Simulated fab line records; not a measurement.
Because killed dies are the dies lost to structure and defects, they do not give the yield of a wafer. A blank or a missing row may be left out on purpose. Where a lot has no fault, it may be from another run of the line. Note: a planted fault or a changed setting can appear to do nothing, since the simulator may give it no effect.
Code-filled problem report in 8D (eight disciplines) form    flow ritCmos    the parts of the form that need people (team, actions taken, sign-off) are left out

== 1. WHAT IS WRONG ==
At RIT_M1_PROBE_99, killedAtFrontEnd averages 111.7 over 6 wafers from 2 lots, while fault-free wafers read 6.5, standard deviation 3. That puts it +35 standard deviations away from the usual mean.
First seen on wafer L353.1, day 5 13:59, on prober-01. The record holds 33 wafers of 11 lots with a number at this step. The rule behind "out" and "out of limits": a value lying over 4 standard deviations away from the usual mean. The other wafers with a number count as sound.

== 2. WHAT IT IS, AND WHAT IT ISN'T ==
question                     is                                         is not
which readings at this step  killedAtFrontEnd, killedDies, killedOnRim  killed_at_M0_to_M3, killedAtContacts, killedOpen, killedShort
which lots                   L353, L354                                 L343, L344, L346, L347, L355, L357, L359, L361, L364
which wafers of those lots   all that have a number                     -
read on which tools          prober-01, prober-02                       -
when                         from day 5 13:59                           up to then (12 sound wafers); but 15 sound wafers of L355, L357, L359, L361, L364 came after

== 3. WHAT RULES OUT EACH SUSPECT ==
Counting: any tool at a process step up to the reading is kept as a suspect provided that every lot that is out went through it and no sound lot did after the first of them.
- furnace-02 at RIT_ACTIVE_OXIDATION_01 (target thk 46.8 nm, ox time 3360 s): kept. It processed each lot that is out, first L353 at day 3 12:07, and no sound lot thereafter; up to then, the last sound lot it processed was L343 at day 1 10:07.
Remaining after the count: furnace-02 at RIT_ACTIVE_OXIDATION_01.

== 4. THE CAUSE (what the simulator had put in) ==
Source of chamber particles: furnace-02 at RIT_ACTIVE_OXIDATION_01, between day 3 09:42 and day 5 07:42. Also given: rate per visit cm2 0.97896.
The count eliminated every tool but this one.

== 5. SEQUENCE OF EFFECTS, ordered by route ==
One row per reading whose mean, taken over the struck wafers that have a number, lies over 3 standard deviations from the usual. Only readings for which the record gives a usual standard deviation are gone through. hours: the time from each lot's start at the first step in this table that gives one to its start at this step, as a median over the lots. sigmas: the change in usual standard deviations.
hours  step             reading           usual  on struck wafers  change  sigmas
0      RIT_M1_PROBE_99  killedAtFrontEnd  6.5    111.7             +105.2  +35
0      RIT_M1_PROBE_99  killedDies        7      112               +105    +35
0      RIT_M1_PROBE_99  killedOnRim       1.8    31.2              +29.4   +20
Process steps it contains:
- RIT_M1_PROBE_99

== 6. WHAT WOULD HAVE CAUGHT IT SOONER ==
In this record the first reading out of limits was taken at day 5 13:59, 52 hours after the fault began at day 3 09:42.
Of the tool readings at RIT_ACTIVE_OXIDATION_01 for which the record gives a usual standard deviation, none was out on any struck wafer, so an alarm limit of 4 standard deviations on them would not have fired.
By day 5 13:59, every lot that is out (2) had started RIT_ACTIVE_OXIDATION_01 on furnace-02. Holding the tool at that point would not have protected any of them.
